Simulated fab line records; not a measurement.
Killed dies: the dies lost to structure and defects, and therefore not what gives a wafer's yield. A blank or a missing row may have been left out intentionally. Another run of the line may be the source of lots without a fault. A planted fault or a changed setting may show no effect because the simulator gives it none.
Check for tools in common ; flow berkeley cmos170 ; 15 lots and 45 wafers in the sample

WHY IT WAS OPENED
UCB170_PWELL_THK_MEAS_03, reading PWELL_OXIDE_THK: flagged on 3 of 15 lots. No-fault wafers: 26.6 nm, standard deviation 0.58.
Rule: flag the lot when none of its wafers has a number, or when each of its wafers that has one lies beyond 4 standard deviations from that mean. The rest of the lots are taken to be sound.

lot;measured;on;PWELL_OXIDE_THK (nm), wafer by wafer;flag
L910;day 2 18:37;film metro-03;26.7 26.0 26.2;
L911;day 2 23:37;film metro-02;25.8 26.5 25.9;
L912;day 3 11:00;film metro-02;26.3 26.1 26.2;
L913;day 3 11:03;film metro-02;26.9 26.6 27.1;
L914;day 3 20:41;film metro-03;27.9 27.5 27.7;
L915;day 3 23:35;film metro-02;40.6 40.0 39.6;FLAGGED
L916;day 4 08:03;film metro-04;27.4 27.8 28.0;
L918;day 4 20:36;film metro-04;40.2 39.8 40.7;FLAGGED
L919;day 4 20:37;film metro-02;39.5 39.8 39.0;FLAGGED
L927;day 6 10:15;film metro-04;25.9 25.5 26.1;
L928;day 6 13:38;film metro-04;25.8 25.8 26.0;
L929;day 6 17:25;film metro-03;27.0 27.4 27.3;
L931;day 7 04:40;film metro-02;26.4 26.6 26.5;
L930;day 7 08:44;film metro-02;25.4 25.5 25.3;
L932;day 7 08:44;film metro-03;26.9 26.9 27.0;
The mean of the flagged lots' numbers is 39.9 nm, +13.3 nm from the usual (+23 standard deviations).

WHICH TOOL RAN EACH LOT
The record holds 1 process step before the reading, out of a route of 331 steps. Each cell gives the tool, then ch followed by the chambers the sampled wafers passed through, then the start.
lot;flag;UCB170_PWELL_OXIDATION_02
L910;;furnace-02 ch 0, day 2 17:16
L911;;furnace-01 ch 0, day 2 22:16
L912;;furnace-02 ch 0, day 3 09:38
L913;;furnace-02 ch 0, day 3 09:38
L914;;furnace-03 ch 0, day 3 19:20
L915;FLAGGED;furnace-03 ch 0, day 3 19:20
L916;;furnace-03 ch 0, day 4 06:42
L918;FLAGGED;furnace-03 ch 0, day 4 16:39
L919;FLAGGED;furnace-03 ch 0, day 4 16:39
L927;;furnace-01 ch 0, day 6 08:52
L928;;furnace-02 ch 0, day 6 12:16
L929;;furnace-01 ch 0, day 6 16:04
L931;;furnace-01 ch 0, day 7 03:17
L930;;furnace-01 ch 0, day 7 07:23
L932;;furnace-01 ch 0, day 7 07:23
These steps, and what they do:
- UCB170_PWELL_OXIDATION_02: target thk 26.4 nm, ox time 1260 s.
- UCB170_PWELL_THK_MEAS_03

FLAGGED OVER TOTAL, TOOL BY TOOL (the gauges that took the reading come last)
step;tool;lots run;flagged;share of the flagged lots;sound lots run after its first flagged lot
UCB170_PWELL_OXIDATION_02;furnace-01;6;0;none;-
UCB170_PWELL_OXIDATION_02;furnace-02;4;0;none;-
UCB170_PWELL_OXIDATION_02;furnace-03;5;3;all;1 (L916)
UCB170_PWELL_THK_MEAS_03;film metro-02;7;2;some;2 (L931,L930)
UCB170_PWELL_THK_MEAS_03;film metro-03;4;0;none;-
UCB170_PWELL_THK_MEAS_03;film metro-04;4;1;some;2 (L927,L928)

THE TABLE: WHAT IT ALLOWS
1 row of the table ran every flagged lot: furnace-03 at UCB170_PWELL_OXIDATION_02.
- furnace-03 at UCB170_PWELL_OXIDATION_02 ran 5 lots, 3 of them flagged. Sound lots ran on it after the first flagged one (L916), which a lasting fault on the whole tool wouldn't allow.
Not one row of the table ran every flagged lot while running no sound lot after the first.

WHAT THE SIMULATOR HAD INSERTED
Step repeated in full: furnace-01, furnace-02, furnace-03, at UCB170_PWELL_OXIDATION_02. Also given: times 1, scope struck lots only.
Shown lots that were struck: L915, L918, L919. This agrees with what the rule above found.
